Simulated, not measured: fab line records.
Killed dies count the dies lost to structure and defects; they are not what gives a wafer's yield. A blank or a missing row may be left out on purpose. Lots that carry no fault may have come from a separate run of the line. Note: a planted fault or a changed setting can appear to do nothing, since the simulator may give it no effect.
Tool commonality check + flow berkeleyCmos170 + Sampled: 16 lots, 48 wafers

## WHY IT WAS OPENED
At UCB170_NLDD_OVL_MEAS_07 the reading NLDD_OVL is flagged on 4 of 16 lots. Wafers without a fault read -1 nm, standard deviation 6.
Rule: a lot is flagged when every wafer of it that has a number lies more than 4 standard deviations from that mean, or none has a number. As for the other lots, they are considered sound.

| lot  | measured     | on         | NLDD_OVL (nm), wafer by wafer | flag    |
|------|--------------|------------|-------------------------------|---------|
| L775 | day 6 12:10  | overlay-02 | 12 10 -2                      |         |
| L778 | day 7 04:33  | overlay-01 | -5 -11 -7                     |         |
| L779 | day 7 11:55  | overlay-02 | 1 -6 -6                       |         |
| L783 | day 7 15:19  | overlay-02 | 4 7 4                         |         |
| L782 | day 7 15:31  | overlay-02 | -5 -7 -6                      |         |
| L785 | day 8 15:44  | overlay-01 | -7 0 -4                       |         |
| L784 | day 8 16:17  | overlay-01 | -3 -6 -7                      |         |
| L786 | day 8 16:34  | overlay-02 | 2 -6 4                        |         |
| L789 | day 8 21:28  | overlay-01 | 9 6 5                         |         |
| L788 | day 8 22:01  | overlay-01 | -3 -8 -2                      |         |
| L790 | day 9 16:53  | overlay-01 | 317 313 323                   | FLAGGED |
| L792 | day 9 17:04  | overlay-02 | 327 316 318                   | FLAGGED |
| L791 | day 9 17:10  | overlay-01 | 313 328 312                   | FLAGGED |
| L793 | day 10 03:32 | overlay-01 | 320 319 323                   | FLAGGED |
| L798 | day 11 05:02 | overlay-02 | -5 -7 -9                      |         |
| L797 | day 11 19:33 | overlay-01 | -2 -9 -6                      |         |
The numbers of the flagged lots are 319 nm on average: +320 nm against the usual, or +53 standard deviations.

## WHICH TOOL EACH LOT WENT THROUGH
The record holds 1 process step before the reading, out of a route of 331 steps. Every cell lists first the tool, next ch and the chambers used by the sampled wafers, and last the start.
| lot  | flag    | UCB170_NLDD_EXPOSE_03            |
|------|---------|----------------------------------|
| L775 |         | krfScanner-01 ch 0, day 6 11:04  |
| L778 |         | krfScanner-02 ch 0, day 7 03:58  |
| L779 |         | krfScanner-02 ch 0, day 7 11:07  |
| L783 |         | krfScanner-01 ch 0, day 7 14:13  |
| L782 |         | krfScanner-02 ch 0, day 7 14:26  |
| L785 |         | krfScanner-02 ch 0, day 8 14:11  |
| L784 |         | krfScanner-02 ch 0, day 8 14:53  |
| L786 |         | krfScanner-02 ch 0, day 8 15:20  |
| L789 |         | krfScanner-01 ch 0, day 8 20:44  |
| L788 |         | krfScanner-02 ch 0, day 8 21:19  |
| L790 | FLAGGED | krfScanner-01 ch 0, day 9 16:23  |
| L792 | FLAGGED | krfScanner-01 ch 0, day 9 16:29  |
| L791 | FLAGGED | krfScanner-01 ch 0, day 9 16:34  |
| L793 | FLAGGED | krfScanner-01 ch 0, day 10 03:02 |
| L798 |         | krfScanner-02 ch 0, day 11 04:20 |
| L797 |         | krfScanner-02 ch 0, day 11 19:02 |
What the steps here do:
- UCB170_NLDD_EXPOSE_03: exposes mask NSELECT, target cd 1200 nm.
- UCB170_NLDD_OVL_MEAS_07

## FLAGGED AGAINST TOTAL, ONE TOOL AT A TIME (gauges that did the reading follow at the end)
| step                    | tool          | lots run | flagged | share of the flagged lots | sound lots run after its first flagged lot |
|-------------------------|---------------|----------|---------|---------------------------|--------------------------------------------|
| UCB170_NLDD_EXPOSE_03   | krfScanner-01 | 7        | 4       | all                       | 0                                          |
| UCB170_NLDD_EXPOSE_03   | krfScanner-02 | 9        | 0       | none                      | -                                          |
| UCB170_NLDD_OVL_MEAS_07 | overlay-01    | 9        | 3       | some                      | 1 (L797)                                   |
| UCB170_NLDD_OVL_MEAS_07 | overlay-02    | 7        | 1       | some                      | 1 (L798)                                   |

## THE TABLE: WHAT IT ALLOWS
Rows of the table that ran each flagged lot: 1, that is krfScanner-01 at UCB170_NLDD_EXPOSE_03.
- krfScanner-01 at UCB170_NLDD_EXPOSE_03 ran 7 lots, 4 of them flagged. Its last sound lot is L789 (day 8 20:44), its first flagged lot L790 (day 9 16:23): a fault that began between those two fits.
What remains is a single tool, krfScanner-01 at UCB170_NLDD_EXPOSE_03.

## WHAT THE SIMULATOR HAD PUT IN
Scanner matching overlay: krfScanner-01, from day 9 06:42 on, at UCB170_NLDD_EXPOSE_03. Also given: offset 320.
Lots struck among those shown: L790, L792, L791, L793. This agrees with what the rule above found.
